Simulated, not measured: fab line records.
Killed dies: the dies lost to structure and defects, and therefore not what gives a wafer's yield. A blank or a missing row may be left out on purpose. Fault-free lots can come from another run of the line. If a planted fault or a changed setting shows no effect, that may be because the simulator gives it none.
fab line records | flow ritCmos
record lots=6 wafers=18 lastDay=7
route steps=202 shown SILICIDE@167 CONTACT@168 M1@202
lots with no fault: from the same line, run without faults
startH: hours from the record's first day to the start of the lot's first wafer shown | waitH: time in hours since the lot's previous step | " repeats the value in the row above | L1.1+2: several wafers, shown together as one row | - no value present, or no start provided | * or withheld: withheld | < > ~ a bound
route shown NAME@n: names a module that has steps shown in the file, with the first one's number in the route | usual: mean/standard deviation taken from wafers without a fault | same: alike in all rows | chamber/n: place in a boat | sites: each site's reading | _std_site: the values' standard deviation | _edge_site: inner sites' mean taken away from outer sites' mean | radiusMm: how far each site lies from the wafer's centre | mask NAME#n: copy n | behind: the most recent tool/chamber to have shaped the wafer | hold: reason for holding the lot/hours on hold/outcome of the hold | device: names the non-switching transistor (n, p or np) | end of line: at the end of the route, the tests of the same wafers | a step given without rows: its recipe and nothing more | killed: at the first sort, the dies lost to defects and structure; wafer yield is something else | map: the dies of a wafer, with x for killed, . for not killed, _ for no die there
set.NAME: the setting the step ran with; set.NAME@STEP: the setting that earlier step ran with | model.NAME: the simulator's own value behind a step, which no gauge read
lots seen at some steps along the route; tables by step, rows by wafer
services: when a tool's chamber went out of use (startH, in hours from the record's first day, below 0 if earlier), for how many hours, and the reason
## steps
# step RIT_SILICIDE_RTA_06
# recipe tempC=750 timeS=10 idleTempC=25 rampUpS=5 rampDownS=10 coolToC=25 ambient=N2
# usual wafer_temp_C_max=754.2/0.79
# columns lot.wafer tool chamber startH waitH wafer_temp_C_max
L987.1 rtpAnneal-02 0 84.12 0.0 755.2
L987.3 " 0 " " 754.6
L987.5 " 0 " " 754.3
L989.1 rtpAnneal-02 0 94.28 0.0 755.5
L989.2 " 0 " " 753.8
L989.6 " 0 " " 754.0
L997.2 rtpAnneal-02 0 126.25 0.0 753.9
L997.3 " 0 " " 754.1
L997.5 " 0 " " 753.9
L999.3 rtpAnneal-02 0 139.53 0.0 754.3
L999.5 " 0 " " 752.8
L999.6 " 0 " " 753.7
L100.3 rtpAnneal-01 0 143.37 0.0 753.1
L100.4 " 0 " " 753.6
L100.5 " 0 " " 753.6
L104.1 rtpAnneal-01 0 164.98 0.0 755.8
L104.2 " 0 " " 754.1
L104.4 " 0 " " 754.9
# step RIT_CONTACT_CVD_00
# recipe material=SiO2 targetThkNm=400 precursor=TEOS tempC=390 timeS=61 rfW=400
# usual heaterPowerW=325/52
# columns lot.wafer tool chamber startH waitH heaterPowerW
L987.1 pecvd-02 0 84.19 0.1 282
L987.3 " 1 " " 295
L987.5 " 1 " " 310
L989.1 pecvd-03 1 94.35 0.1 345
L989.2 " 2 " " 281
L989.6 " 2 " " 286
L997.2 pecvd-02 2 126.30 0.0 353
L997.3 " 1 " " 342
L997.5 " 0 " " 249
L999.3 pecvd-02 2 139.58 0.0 395
L999.5 " 2 " " 400
L999.6 " 0 " " 246
L100.3 pecvd-04 1 143.41 0.0 422
L100.4 " 1 " " 433
L100.5 " 0 " " 374
L104.1 pecvd-02 0 165.04 0.1 282
L104.2 " 1 " " 341
L104.4 " 2 " " 374
# step RIT_CONTACT_THK_MEAS_01
# recipe reads=SiO2_of_CONTACT_CVD_00
# usual CONTACT_TEOS_THK=399/4.8
# columns lot.wafer tool chamber startH waitH CONTACT_TEOS_THK[nm]
L987.1 filmMetro-01 - 84.24 0.0 393
L987.3 " - " " 395
L987.5 " - " " 402
L989.1 filmMetro-02 - 94.40 0.0 395
L989.2 " - " " 394
L989.6 " - " " 400
L997.2 filmMetro-03 - 126.36 0.0 392
L997.3 " - " " 394
L997.5 " - " " 400
L999.3 filmMetro-01 - 139.65 0.0 389
L999.5 " - " " 391
L999.6 " - " " 398
L100.3 filmMetro-02 - 143.48 0.0 396
L100.4 " - " " 403
L100.5 " - " " 399
L104.1 filmMetro-01 - 165.09 0.0 398
L104.2 " - " " 403
L104.4 " - " " 399
# step RIT_CONTACT_HMDS_02
# recipe primeTimeS=60 primeTempC=140
# step RIT_CONTACT_COAT_03
# recipe resist=NOVOLAK spinRpm=3250 resistThkNm=1000
# step RIT_CONTACT_SOFTBAKE_04
# recipe resist=NOVOLAK tempC=90 timeS=60
# step RIT_CONTACT_EXPOSE_05
# recipe maskId=M11 na=0.6 sourceShape=conventional sigmaOuter=0.5 targetCdNm=1000 doseMj=250
# step RIT_CONTACT_PEB_06
# recipe resist=NOVOLAK tempC=withheld timeS=withheld
# step RIT_CONTACT_DEVELOP_07
# recipe resist=NOVOLAK developTimeS=120 devTempC=23
# step RIT_CONTACT_CD_MEAS_08
# recipe targetCdNm=1000
# usual cdNm=1000.6/2.4
# columns lot.wafer tool chamber startH waitH cdNm
L987.1 cdSem-02 - 85.27 - 999.7
L987.3 " - " " 998.3
L987.5 " - " " 998.8
L989.1 cdSem-02 - 95.55 - 997.9
L989.2 " - " " 998.5
L989.6 " - " " 999.1
L997.2 cdSem-02 - 127.41 - 1005.0
L997.3 " - " " 1004.7
L997.5 " - " " 1005.4
L999.3 cdSem-02 - 140.80 - 1004.1
L999.5 " - " " 1003.5
L999.6 " - " " 1005.3
L100.3 cdSem-01 - 144.65 - 999.6
L100.4 " - " " 999.3
L100.5 " - " " 1002.2
L104.1 cdSem-01 - 166.12 - 1001.0
L104.2 " - " " 998.3
L104.4 " - " " 1001.5
# step RIT_CONTACT_OVL_MEAS_09
# usual CONTACT_OVL=0.1/1.4
# columns lot.wafer tool chamber startH waitH CONTACT_OVL[nm]
L987.1 overlay-01 - 85.39 0.1 1.5
L987.3 " - " " -0.1
L987.5 " - " " -1.4
L989.1 overlay-02 - 95.67 0.1 -1.0
L989.2 " - " " -0.7
L989.6 " - " " -1.0
L997.2 overlay-02 - 127.52 0.1 -0.5
L997.3 " - " " 0.4
L997.5 " - " " 0.1
L999.3 overlay-01 - 140.89 0.1 -1.5
L999.5 " - " " -1.3
L999.6 " - " " -2.2
L100.3 overlay-01 - 144.74 0.1 -0.6
L100.4 " - " " -0.6
L100.5 " - " " -3.3
L104.1 overlay-01 - 166.24 0.1 -0.8
L104.2 " - " " 0.3
L104.4 " - " " 1.2
# step RIT_CONTACT_HARDBAKE_10
# recipe resist=NOVOLAK tempC=140 timeS=60
# step RIT_CONTACT_ETCH_11
# recipe targetDepthA=4800 overEtchFrac=0.2 stopOn=TiSi2 chemistry=CHF3/CF4/Ar target=SiO2 CHF3_flow_sccm=50 cf4FlowSccm=10 Ar_flow_sccm=100 O2_flow_sccm=5 pressureMtorr=100 rfW=200 timeS=320
# usual drypumpMotorCurrentA=5.9/0.47 oesProductAu=0.997/0.012 throttleValvePct=8.85/0.15
# columns lot.wafer tool chamber startH waitH drypumpMotorCurrentA oesProductAu rfHoursCounterH throttleValvePct model.NOVOLAK_of_CONTACT_COAT_03.thkNm
L987.1 rieDiel-04 1 85.57 0.1 5.5 0.996 54 9.09 771.2
L987.3 " 2 " " 5.6 0.991 4 8.74 776.3
L987.5 " 2 " " 5.6 0.989 - 8.74 773.5
L989.1 rieDiel-01 3 95.85 0.1 6.1 1.007 18 8.68 766.1
L989.2 " 1 " " 6.3 0.989 4 8.68 767.2
L989.6 " 2 " " 5.1 1.012 - 8.90 766.6
L997.2 rieDiel-01 0 127.70 0.1 6.4 0.999 7 9.04 755.8
L997.3 " 2 " " 5.1 1.010 155 8.92 766.8
L997.5 " 1 " " 6.3 0.985 - 8.67 766.6
L999.3 rieDiel-01 0 141.06 0.1 6.4 1.012 7 9.05 757.1
L999.5 " 3 " " 6.1 1.005 - 8.71 765
L999.6 " 0 " " 6.4 1.010 - 9.04 757.1
L100.3 rieDiel-03 2 144.92 0.1 6.7 0.987 5 8.72 770.4
L100.4 " 0 " " 5.1 0.973 14 8.97 772.6
L100.5 " 2 " " 6.7 0.984 - 8.73 770.5
L104.1 rieDiel-04 2 166.43 0.1 5.6 0.991 5 8.73 774
L104.2 " 3 " " 5.4 0.982 93 8.71 769
L104.4 " 1 " " 5.5 0.996 55 9.09 771.9
# step RIT_CONTACT_STRIP_12
# recipe chemistry=O2 timeS=180 resist=NOVOLAK platenTempC=withheld powerW=500 pressureMtorr=4000 o2FlowSccm=4000
# usual drypumpMotorCurrentA=6.0/0.32
# columns lot.wafer tool chamber startH waitH drypumpMotorCurrentA rfHoursCounterH
L987.1 plasmaAsher-04 0 85.77 0.1 6.6 25
L987.3 " 1 " " 6.3 -
L987.5 " 1 " " 6.3 -
L989.1 plasmaAsher-03 0 96.05 0.1 5.8 45
L989.2 " 1 " " 5.8 45
L989.6 " 0 " " 5.8 -
L997.2 plasmaAsher-04 1 127.90 0.1 6.3 31
L997.3 " 1 " " 6.3 -
L997.5 " 1 " " 6.3 -
L999.3 plasmaAsher-04 1 141.32 0.2 6.3 -
L999.5 " 0 " " 6.6 -
L999.6 " 1 " " 6.3 -
L100.3 plasmaAsher-03 0 145.17 0.2 5.8 -
L100.4 " 1 " " 5.8 -
L100.5 " 0 " " 5.8 -
L104.1 plasmaAsher-03 1 166.62 0.1 5.7 52
L104.2 " 0 " " 5.8 52
L104.4 " 0 " " 5.8 -
# step RIT_M1_PROBE_99
# usual killed_at_M0_to_M3=0.0/0.12 killedAtFrontEnd=7.5/2.8 killedDies=7.6/2.9 killedOpen=3.7/2 killedShort=3.8/2
# same grossDies=264 killed_at_M4_up=0 killedAtBackSide=0 killedAtContacts=0 killedAtOther=0
# columns lot.wafer tool chamber startH waitH killed_at_M0_to_M3 killedAtFrontEnd killedDies killedOpen killedShort model.etest.nmos_0p15.junctionLog10AUm model.etest.nmosNarrow.offLog10AUm model.etest.gateEndArray.leakLog10AUm model.etest.nmos_0p3.offLog10AUm model.etest.pmos_0p15.junctionLog10AUm model.etest.antennaContact.vtShiftV
L987.1 prober-01 - 90.62 0.1 1 7 8 4 4 -13.67 -13.34 -12.97 -13.14 -13.74 -0.009663
L987.3 prober-01 - 90.72 0.2 0 5 5 3 2 -13.45 -13.34 -12.97 -13.25 -13.88 -0.007043
L987.5 prober-01 - 90.82 0.2 0 10 10 9 1 -13.66 -13.15 -12.98 -13.15 -13.73 -0.00964
L989.1 prober-01 - 100.85 0.1 0 3 3 1 2 -13.68 -13.16 -12.95 -13.17 -13.88 -0.008678
L989.2 prober-01 - 100.90 0.1 0 7 7 0 7 -13.6 -13.31 -13.03 -13.15 -13.7 -0.01023
L989.6 prober-01 - 101.10 0.2 0 7 7 4 3 -13.8 -13.24 -13.03 -13.16 -13.87 -0.009652
L997.2 prober-01 - 132.63 0.1 0 3 3 1 2 -13.03 -12.91 -12.56 -12.82 -13.61 -0.01642
L997.3 prober-01 - 132.68 0.2 0 7 7 4 3 -13.44 -13.23 -12.78 -13.09 -13.88 -0.01035
L997.5 prober-01 - 132.78 0.2 0 8 8 4 4 -13.56 -13.21 -12.89 -13.08 -13.9 -0.01597
L999.3 prober-02 - 146.17 0.2 0 8 8 4 4 -12.92 -12.87 -12.66 -12.82 -13.66 -0.01594
L999.5 prober-02 - 146.27 0.2 0 12 12 8 4 -13.71 -13.37 -12.89 -13.19 -13.7 -0.01552
L999.6 prober-02 - 146.32 0.2 0 16 16 10 6 -13.1 -13.01 -12.73 -12.89 -13.6 -0.02022
L100.3 prober-01 - 150.03 0.2 0 7 7 4 3 -13.49 -13.26 -12.97 -13.15 -13.86 -0.01266
L100.4 prober-01 - 150.08 0.2 0 3 3 1 2 -13.6 -13.31 -12.92 -13.09 -13.84 -0.01144
L100.5 prober-01 - 150.13 0.2 0 9 9 6 3 -13.68 -13.26 -12.91 -13.03 -13.7 -0.005806
L104.1 prober-01 - 171.44 0.1 0 9 9 5 3 -13.42 -13.23 -12.8 -12.98 -13.84 -0.01048
L104.2 prober-01 - 171.49 0.1 0 7 7 2 5 -13.68 -13.25 -12.88 -13.1 -13.67 -0.00983
L104.4 prober-01 - 171.59 0.2 0 5 5 3 1 -13.5 -13.39 -12.97 -13.17 -13.79 -0.01395
# killed by level:class
L987.1 GATE:geometricParticle:short=2 ACTIVE:geometricParticle:open=1 FOX1:geometricParticle:open=1 FOX2:geometricParticle:open=1 GATE:geometricParticle:open=1 SILICIDE:geometricParticle:short=1 M1:geometricParticle:short=1
L987.3 GATE:geometricParticle:short=2 FOX1:geometricParticle:open=1 GATE:geometricParticle:open=1 SILICIDE:geometricParticle:open=1
L987.5 SILICIDE:geometricParticle:open=5 FOX1:geometricParticle:open=2 FOX1:geometricParticle:short=1 GATE:geometricParticle:open=1 REOX:geometricParticle:open=1
L989.1 FOX1:geometricParticle:open=1 GATE:geometricParticle:short=1 REOX:geometricParticle:short=1
L989.2 GATE:geometricParticle:short=3 FOX1:geometricParticle:short=2 SPACER:geometricParticle:short=1 SILICIDE:geometricParticle:short=1
L989.6 GATE:geometricParticle:open=3 FOX1:geometricParticle:open=1 FOX1:geometricParticle:short=1 GATE:geometricParticle:short=1 REOX:geometricParticle:short=1
L997.2 FOX2:geometricParticle:short=1 GATE:geometricParticle:short=1 SPACER:geometricParticle:open=1
L997.3 GATE:geometricParticle:open=2 GATE:geometricParticle:short=2 REOX:geometricParticle:open=2 REOX:geometricParticle:short=1
L997.5 GATE:geometricParticle:open=3 FOX2:geometricParticle:short=1 GATE:geometricParticle:short=1 REOX:geometricParticle:short=1 SPACER:geometricParticle:short=1 SPACER:geometricParticle:open=1
L999.3 GATE:geometricParticle:short=3 GATE:geometricParticle:open=2 FOX1:geometricParticle:open=1 SPACER:geometricParticle:open=1 SILICIDE:geometricParticle:short=1
L999.5 REOX:geometricParticle:open=4 GATE:geometricParticle:short=3 GATE:geometricParticle:open=2 FOX2:geometricParticle:open=1 REOX:geometricParticle:short=1 SPACER:geometricParticle:open=1
L999.6 GATE:geometricParticle:open=6 SPACER:geometricParticle:open=3 FOX1:geometricParticle:short=2 FOX2:geometricParticle:short=2 FOX2:geometricParticle:open=1 GATE:geometricParticle:short=1 SPACER:geometricParticle:short=1
L100.3 GATE:geometricParticle:short=3 GATE:geometricParticle:open=2 FOX1:geometricParticle:open=1 SILICIDE:geometricParticle:open=1
L100.4 FOX2:geometricParticle:open=1 REOX:geometricParticle:short=1 SILICIDE:geometricParticle:short=1
L100.5 GATE:geometricParticle:short=2 GATE:geometricParticle:open=2 REOX:geometricParticle:open=2 FOX1:geometricParticle:open=1 SILICIDE:geometricParticle:open=1 SILICIDE:geometricParticle:short=1
L104.1 GATE:geometricParticle:short=2 REOX:geometricParticle:open=2 SPACER:geometricParticle:open=2 GATE:geometricParticle:open=1 REOX:geometricParticle:short=1 NRETRO:coatMicrobubblePrinted=1
L104.2 GATE:geometricParticle:short=2 FOX1:geometricParticle:short=1 FOX2:geometricParticle:short=1 GATE:geometricParticle:open=1 SPACER:geometricParticle:short=1 SPACER:geometricParticle:open=1
L104.4 FOX1:geometricParticle:open=1 FOX2:geometricParticle:short=1 GATE:geometricParticle:open=1 SILICIDE:geometricParticle:open=1 NRETRO:coatMicrobubblePrinted=1
## services
# columns tool chamber startH hours kind
pecvd-03 - 69.56 1.9 repair
pecvd-02 - 77.97 0.8 repair
rieDiel-03 1 87.23 1.5 repair
rieDiel-04 - 107.70 28.1 pm
rieDiel-03 0 109.68 10.8 repair
plasmaAsher-03 - 110.39 7.6 repair
pecvd-02 1 111.42 8.2 repair
rieDiel-01 2 130.62 - clean
rieDiel-01 2 130.62 23.5 scheduledDown
rieDiel-01 2 130.62 23.5 ventCycle
rtpAnneal-02 - 147.55 5.6 pm
plasmaAsher-04 - 158.88 1.4 repair
plasmaAsher-03 - 162.43 1.9 repair
pecvd-03 - 163.08 2.4 repair
## key
firstSign none at tools or gauges
modelEffect step=RIT_CONTACT_ETCH_11 value=NOVOLAK_of_CONTACT_COAT_03.thkNm without=767.5 struck=756.6
modelEffect step=RIT_M1_PROBE_99 value=etest.nmos_0p15.junctionLog10AUm without=-13.53 struck=-13.02
metAt RIT_CONTACT_ETCH_11
struckWafers L997.2,L999.3,L999.6
testerLeftOut L997,L999
fault kind=processParameterDrift tool=rieDiel-01 chamber=0 onsetH=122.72 steps=RIT_CONTACT_ETCH_11 channel=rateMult offset=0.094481 shape=step endH=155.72
# testerLeftOut: of these lots the tester's yield and bins aren't shown, on N5 and GAA mostly nor the transistor test; their killed dies are dies lost to structure and defects alone, not to doping, threshold or leakage, so they don't give the yield
